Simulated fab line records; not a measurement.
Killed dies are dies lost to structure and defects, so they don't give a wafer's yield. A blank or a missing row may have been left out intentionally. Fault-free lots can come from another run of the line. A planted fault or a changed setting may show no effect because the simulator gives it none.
fab line records | flow ritCmos
[record] lots = 6 wafers = 18 lastDay = 8
route steps=202 shown GATE@83 M1@202
lots that met no fault: taken from a fault-free run of the same line
startH: the number of hours between the record's first day and the start of the first shown wafer of the lot | waitH: hours since the lot's step before | " the same as in the row above | L1.1+2: one row covering several wafers at once | - no value, or no start given | * or withheld: withheld | < > ~ a bound
route shown NAME@n: a module of which the file shows steps, and the number in the route of the first | usual: the fault-free wafers' mean and standard deviation | same: alike in all rows | chamber/n: place in a boat | sites: the reading at each site | _std_site: standard deviation of those values | _edge_site: the outer-site mean with the inner-site mean subtracted | radiusMm: for every site, how far away it sits from the centre of the wafer | mask NAME#n: copy n | behind: tool/chamber where the wafer was last shaped | hold: what put the lot on hold/how long, in hours/how the hold closed | device: the n, p or np transistor that did not switch | end of line: at the end of the route, the tests of the same wafers | step lacking rows: just its recipe | killed: dies lost to structure and defects at the first sort, not the wafer's yield | map: per-die view of a wafer (x killed, . not killed, _ where there is no die)
set.NAME: the setting that was run; set.NAME@STEP: the one run at that earlier step | model.NAME: the simulator's own value behind a step, which no gauge read
lots at selected steps of the route; one table per step, one row per wafer
services: from which hour (startH, from the record's first day; less than 0 if before it) a tool's chamber was out of use, for how many hours, and why
[[steps]]
[step RIT_GATE_THK_MEAS_07]
[recipe] reads = SiO2_of_GATE_OXIDATION_05
[usual] GATE_OXIDE_THK = 3.04/0.064
// columns lot.wafer tool chamber startH waitH GATE_OXIDE_THK[nm]
L507.2 filmMetro-01 - 57.31 0.0 3.08
L507.3 " - " " 3.00
L507.4 " - " " 3.08
L508.2 filmMetro-01 - 63.72 0.0 3.15
L508.3 " - " " 3.07
L508.4 " - " " 3.12
L514.1 filmMetro-01 - 92.58 0.0 2.97
L514.3 " - " " 2.97
L514.5 " - " " 3.09
L519.2 filmMetro-01 - 137.69 0.0 2.99
L519.4 " - " " 3.00
L519.5 " - " " 3.07
L521.2 filmMetro-04 - 143.54 0.0 3.08
L521.3 " - " " 3.04
L521.5 " - " " 3.11
L522.1 filmMetro-04 - 155.06 0.0 2.99
L522.5 " - " " 2.99
L522.6 " - " " 3.07
[step RIT_GATE_CVD_08]
[recipe] material = poly-Si targetThkNm = 250 tempC = 610 precursor = SiH4 timeS = 2220 pressureMtorr = 300 sih4FlowSccm = 100
[step RIT_GATE_THK_MEAS_09]
[recipe] reads = poly-Si_of_GATE_CVD_08
[usual] GATE_POLY_THK = 250.6/1.9
// columns lot.wafer tool chamber startH waitH GATE_POLY_THK[nm]
L507.2 filmMetro-04 - 59.49 0.0 249.1
L507.3 " - " " 248.1
L507.4 " - " " 247.8
L508.2 filmMetro-04 - 65.40 0.0 250.5
L508.3 " - " " 251.3
L508.4 " - " " 251.3
L514.1 filmMetro-01 - 95.06 0.0 247.8
L514.3 " - " " 247.8
L514.5 " - " " 249.7
L519.2 filmMetro-04 - 139.37 0.0 250.6
L519.4 " - " " 252.7
L519.5 " - " " 249.8
L521.2 filmMetro-04 - 145.21 0.0 250.2
L521.3 " - " " 251.3
L521.5 " - " " 252.1
L522.1 filmMetro-01 - 156.74 0.0 251.1
L522.5 " - " " 250.3
L522.6 " - " " 252.7
[step RIT_GATE_HMDS_10]
[recipe] primeTimeS = 60 primeTempC = 140
[step RIT_GATE_COAT_11]
[recipe] resist = NOVOLAK spinRpm = 4250 resistThkNm = 850
[step RIT_GATE_SOFTBAKE_12]
[recipe] resist = NOVOLAK tempC = 90 timeS = 60
[step RIT_GATE_EXPOSE_13]
[recipe] maskId = M6 na = 0.6 sourceShape = conventional sigmaOuter = 0.6 targetCdNm = 150 doseMj = 380
[step RIT_GATE_PEB_14]
[recipe] resist = NOVOLAK tempC = withheld timeS = withheld
[step RIT_GATE_DEVELOP_15]
[recipe] resist = NOVOLAK developTimeS = 50 devTempC = 23
[step RIT_GATE_CD_MEAS_16]
[recipe] targetCdNm = 150
[usual] cdNm = 149.1/2.2
// columns lot.wafer tool chamber startH waitH cdNm
L507.2 cdSem-01 - 60.41 - 148.6
L507.3 " - " " 147.2
L507.4 " - " " 148.8
L508.2 cdSem-01 - 66.57 - 148.6
L508.3 " - " " 150.5
L508.4 " - " " 149.1
L514.1 cdSem-02 - 95.97 - 148.5
L514.3 " - " " 145.4
L514.5 " - " " 147.6
L519.2 cdSem-02 - 140.42 - 149.6
L519.4 " - " " 151.6
L519.5 " - " " 150.5
L521.2 cdSem-02 - 146.13 - 151.5
L521.3 " - " " 150.0
L521.5 " - " " 150.3
L522.1 cdSem-01 - 157.90 - 151.4
L522.5 " - " " 150.7
L522.6 " - " " 151.0
[step RIT_GATE_OVL_MEAS_17]
[usual] GATE_OVL = 0.0/1.4
// columns lot.wafer tool chamber startH waitH GATE_OVL[nm]
L507.2 overlay-01 - 60.51 0.1 1.4
L507.3 " - " " 0.6
L507.4 " - " " -0.7
L508.2 overlay-01 - 66.68 0.1 -1.2
L508.3 " - " " -1.2
L508.4 " - " " 0.2
L514.1 overlay-01 - 96.09 0.1 -1.0
L514.3 " - " " -0.5
L514.5 " - " " 0.0
L519.2 overlay-02 - 140.52 0.1 0.4
L519.4 " - " " -0.8
L519.5 " - " " 2.4
L521.2 overlay-02 - 146.24 0.1 -1.1
L521.3 " - " " -1.0
L521.5 " - " " 1.2
L522.1 overlay-01 - 158.02 0.1 -0.4
L522.5 " - " " -0.1
L522.6 " - " " 0.8
[step RIT_GATE_HARDBAKE_18]
[recipe] resist = NOVOLAK tempC = 140 timeS = 60
[step RIT_GATE_ETCH_19]
[recipe] chemistry = SF6/CHF3/O2 timeS = 165 SF6_flow_sccm = 30 CHF3_flow_sccm = 30 O2_flow_sccm = 5 target = poly-Si pressureMtorr = 40 rfW = 160 targetDepthA = 3125 overEtchFrac = 0.25 stopOn = SiO2
[usual] SF6_flow_sccm = 30.00/0.091 drypumpMotorCurrentA = 5.54/0.28 oesProductAu = 0.849/0.016 rfFwdPowerW = 159.4/0.5 throttleValvePct = 10.24/0.06
// columns lot.wafer tool chamber startH waitH SF6_flow_sccm drypumpMotorCurrentA oesProductAu rfFwdPowerW rfHoursCounterH throttleValvePct model.NOVOLAK_of_GATE_COAT_11.thkNm
L507.2 rieSi-01 2 60.69 0.1 29.96 5.76 0.854 159.4 0 10.31 674.9
L507.3 " 1 " " 29.98 5.58 0.833 160.2 145 10.32 674.2
L507.4 " 0 " " 29.98 5.89 0.828 160.4 140 10.25 668.9
L508.2 rieSi-02 2 66.96 0.1 30.01 5.12 0.858 158.9 98 10.22 666.9
L508.3 " 3 " " 30.09 5.45 0.833 159.6 1 10.24 666.8
L508.4 " 0 " " 30.06 5.34 0.837 158.7 146 10.21 667.8
L514.1 rieSi-02 0 96.28 0.1 29.86 5.35 0.828 158.2 146 10.23 672.6
L514.3 " 3 " " 29.97 5.47 0.818 159.8 1 10.23 665
L514.5 " 0 " " 29.84 5.33 0.834 158.9 - 10.22 670.9
L519.2 rieSi-01 0 140.70 0.1 30.06 5.86 0.832 185.2 141 10.26 658.4
L519.4 " 2 " " 30.05 5.76 0.855 185.4 - 10.33 667.6
L519.5 " 0 " " 30.02 5.87 0.835 184.3 - 10.26 657.4
L521.2 rieSi-01 2 146.42 0.1 30.06 5.78 0.854 185.1 1 10.31 661.7
L521.3 " 0 " " 30.03 5.87 0.832 185.3 141 10.26 654.1
L521.5 " 3 " " 30.03 5.31 0.871 184.1 - 10.14 655.1
L522.1 rieSi-02 0 158.21 0.1 30.03 5.33 0.849 160.3 0 10.18 672.6
L522.5 " 3 " " 30.00 5.43 0.829 160.7 - 10.25 666.7
L522.6 " 2 " " 30.14 5.11 0.863 158.8 - 10.23 668.3
[step RIT_GATE_STRIP_20]
[recipe] chemistry = O2 timeS = 180 resist = NOVOLAK platenTempC = withheld powerW = 500 pressureMtorr = 4000 o2FlowSccm = 4000
[usual] drypumpMotorCurrentA = 5.9/0.49
// columns lot.wafer tool chamber startH waitH drypumpMotorCurrentA rfHoursCounterH
L507.2 plasmaAsher-03 1 60.80 0.1 6.8 42
L507.3 " 1 " " 6.8 -
L507.4 " 0 " " 6.0 -
L508.2 plasmaAsher-03 0 67.06 0.1 6.0 43
L508.3 " 0 " " 6.0 -
L508.4 " 1 " " 6.8 -
L514.1 plasmaAsher-03 0 96.39 0.1 6.0 46
L514.3 " 0 " " 6.0 -
L514.5 " 1 " " 6.8 -
L519.2 plasmaAsher-03 0 140.81 0.1 6.0 49
L519.4 " 0 " " 6.0 -
L519.5 " 0 " " 6.0 -
L521.2 plasmaAsher-01 1 146.53 0.1 5.9 33
L521.3 " 0 " " 5.4 -
L521.5 " 0 " " 5.4 -
L522.1 plasmaAsher-04 1 158.31 0.1 5.4 51
L522.5 " 1 " " 5.4 -
L522.6 " 0 " " 5.8 -
[step RIT_M1_PROBE_99]
[usual] killedAtContacts = 0.1/0.3 killedAtFrontEnd = 7/3.1 killedDies = 7/3.1 killedOpen = 3.8/2.3 killedShort = 3.2/1.9
[same] grossDies = 264 killed_at_M0_to_M3 = 0 killed_at_M4_up = 0 killedAtBackSide = 0 killedAtOther = 0
// columns lot.wafer tool chamber startH waitH killedAtContacts killedAtFrontEnd killedDies killedOpen killedShort model.etest.pmosTurned.rOnOhmUm model.etest.pmos_0p15.rOnOhmUm model.etest.pmos_0p15.driveUaUm model.etest.pmosTurned.driveUaUm model.etest.ring.delayPs model.etest.pmos_0p15.swingMvDec model.etest.retroEdgePmos.offLog10AUm model.etest.pmos_0p15.offLog10AUm
L507.2 prober-01 - 82.81 0.1 0 6 6 4 2 3169 2587 273.9 210.9 26.25 85.32 -9.961 -10.04
L507.3 prober-01 - 82.86 0.2 1 2 3 2 1 3255 2650 269.2 205 26.43 85 -9.909 -10.08
L507.4 prober-01 - 82.91 0.2 0 5 5 3 2 3243 2657 263.6 206.3 26.67 85.1 -10.12 -10.21
L508.2 prober-02 - 91.80 0.1 0 3 3 2 1 3575 2849 240.4 174.3 27.29 85.38 -10.65 -10.78
L508.3 prober-02 - 91.85 0.2 0 4 4 3 1 3577 2845 242.6 178.6 27.81 84.69 -10.43 -10.69
L508.4 prober-02 - 91.90 0.2 0 8 8 5 3 3538 2781 247.1 178 27.32 84.5 -10.25 -10.44
L514.1 prober-02 - 119.46 0.1 0 7 7 4 3 3146 2572 275.1 210.2 25.83 84.73 -10.07 -10.11
L514.3 prober-02 - 119.56 0.2 1 8 9 5 3 3170 2592 280 213.4 25.32 84.69 -9.651 -9.829
L514.5 prober-02 - 119.66 0.2 0 5 5 4 1 3208 2618 272.7 206.2 25.88 85.01 -9.931 -10.06
L519.2 prober-02 - 165.67 0.1 0 13 13 5 8 3389 2686 265 191.9 26.29 84.52 -10.28 -10.25
L519.4 prober-02 - 165.77 0.2 0 10 10 5 5 3728 2942 236.6 167.4 28.14 83.8 -10.4 -10.67
L519.5 prober-02 - 165.82 0.2 0 5 5 3 2 3474 2805 258.8 190.5 26.82 84.97 -10.29 -10.35
L521.2 prober-02 - 180.44 0.1 0 7 7 5 2 3642 2891 242 173 27.6 84.07 -10.53 -10.71
L521.3 prober-02 - 180.49 0.2 0 5 5 3 2 3361 2670 263.7 192.3 26.14 84.95 -10.19 -10.25
L521.5 prober-02 - 180.59 0.2 0 7 7 6 1 3298 2640 272.9 201.3 25.96 85.3 -9.796 -9.915
L522.1 prober-01 - 181.89 0.1 0 8 8 4 4 3425 2738 255.8 190.7 27.39 84.17 -10.17 -10.26
L522.5 prober-01 - 182.09 0.2 0 1 1 0 1 3478 2800 253.5 190.1 27.35 84.51 -10.22 -10.38
L522.6 prober-01 - 182.14 0.2 0 6 6 3 3 3393 2710 256.9 191.1 27.14 84.27 -10.21 -10.33
// killed by level:class
L507.2 GATE:geometricParticle:open=2 FOX1:geometricParticle:open=1 GATE:geometricParticle:short=1 REOX:geometricParticle:short=1 SPACER:geometricParticle:open=1
L507.3 GATE:geometricParticle:open=1 REOX:geometricParticle:short=1 CONTACT:geometricParticle:open=1
L507.4 ACTIVE:geometricParticle:open=1 GATE:geometricParticle:open=1 GATE:geometricParticle:short=1 SPACER:geometricParticle:open=1 SPACER:geometricParticle:short=1
L508.2 FOX1:geometricParticle:open=1 GATE:geometricParticle:open=1 REOX:geometricParticle:short=1
L508.3 GATE:geometricParticle:open=2 FOX1:geometricParticle:short=1 FOX1:geometricParticle:open=1
L508.4 REOX:geometricParticle:open=3 FOX1:geometricParticle:short=1 GATE:geometricParticle:open=1 REOX:geometricParticle:short=1 SILICIDE:geometricParticle:open=1 SILICIDE:geometricParticle:short=1
L514.1 GATE:geometricParticle:short=2 GATE:geometricParticle:open=2 SPACER:geometricParticle:open=2 SPACER:geometricParticle:short=1
L514.3 SPACER:geometricParticle:open=2 FOX1:geometricParticle:short=1 GATE:geometricParticle:open=1 GATE:geometricParticle:short=1 REOX:geometricParticle:short=1 SILICIDE:geometricParticle:open=1 CONTACT:geometricParticle:open=1 PLDD:coatMicrobubblePrinted=1
L514.5 GATE:geometricParticle:open=2 GATE:geometricParticle:short=1 REOX:geometricParticle:open=1 SILICIDE:geometricParticle:open=1
L519.2 GATE:geometricParticle:short=4 FOX2:geometricParticle:short=2 GATE:geometricParticle:open=2 REOX:geometricParticle:open=2 REOX:geometricParticle:short=2 SILICIDE:geometricParticle:open=1
L519.4 REOX:geometricParticle:open=3 ACTIVE:geometricParticle:short=1 FOX1:geometricParticle:short=1 FOX2:geometricParticle:short=1 FOX2:geometricParticle:open=1 GATE:geometricParticle:short=1 GATE:geometricParticle:open=1 SPACER:geometricParticle:short=1
L519.5 GATE:geometricParticle:open=3 GATE:geometricParticle:short=1 SPACER:geometricParticle:short=1
L521.2 GATE:geometricParticle:open=2 REOX:geometricParticle:open=2 FOX1:geometricParticle:short=1 GATE:geometricParticle:short=1 SPACER:geometricParticle:open=1
L521.3 SPACER:geometricParticle:open=2 GATE:geometricParticle:open=1 GATE:geometricParticle:short=1 SPACER:geometricParticle:short=1
L521.5 SPACER:geometricParticle:open=4 GATE:geometricParticle:open=1 GATE:geometricParticle:short=1 REOX:geometricParticle:open=1
L522.1 GATE:geometricParticle:open=4 REOX:geometricParticle:short=3 GATE:geometricParticle:short=1
L522.5 GATE:geometricParticle:short=1
L522.6 REOX:geometricParticle:open=2 FOX1:geometricParticle:short=1 FOX2:geometricParticle:short=1 GATE:geometricParticle:open=1 REOX:geometricParticle:short=1
[[services]]
// columns tool chamber startH hours kind
rieSi-02 1 52.96 6.6 repair
rieSi-02 0 72.58 18.3 repair
rieSi-02 0 129.10 - clean
rieSi-02 0 129.10 16.2 scheduledDown
rieSi-02 0 129.10 16.2 ventCycle
rieSi-01 1 131.99 - clean
rieSi-01 1 131.99 21.8 scheduledDown
rieSi-01 1 131.99 21.8 ventCycle
rieSi-01 0 155.65 - clean
rieSi-01 0 155.65 27.1 scheduledDown
rieSi-01 0 155.65 27.1 ventCycle
[[key]]
[firstSign] step = RIT_GATE_ETCH_19 reading = rfFwdPowerW direction = up sigmas = 51 usual = 159.4 struck = 184.9
effect none on later readings
[modelEffect] step = RIT_GATE_ETCH_19 value = NOVOLAK_of_GATE_COAT_11.thkNm without = 672.3 struck = 659
[modelEffect] step = RIT_M1_PROBE_99 value = etest.pmosTurned.rOnOhmUm without = 3648 struck = 3482
metAt RIT_GATE_ETCH_19
struckWafers L519.2,L519.4,L519.5,L521.2,L521.3,L521.5
testerLeftOut L519,L521
onsetBetween 60.69 140.70
[fault] kind = processParameterDrift tool = rieSi-01 chamber = - onsetH = 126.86 steps = RIT_GATE_ETCH_19 channel = rfW offset = 25.6 shape = step endH = 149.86 stated = 160
// testerLeftOut: of these lots the tester's yield and bins aren't shown, on N5 and GAA mostly nor the transistor test; their killed dies are dies lost to structure and defects alone, not to doping, threshold or leakage, so they don't give the yield
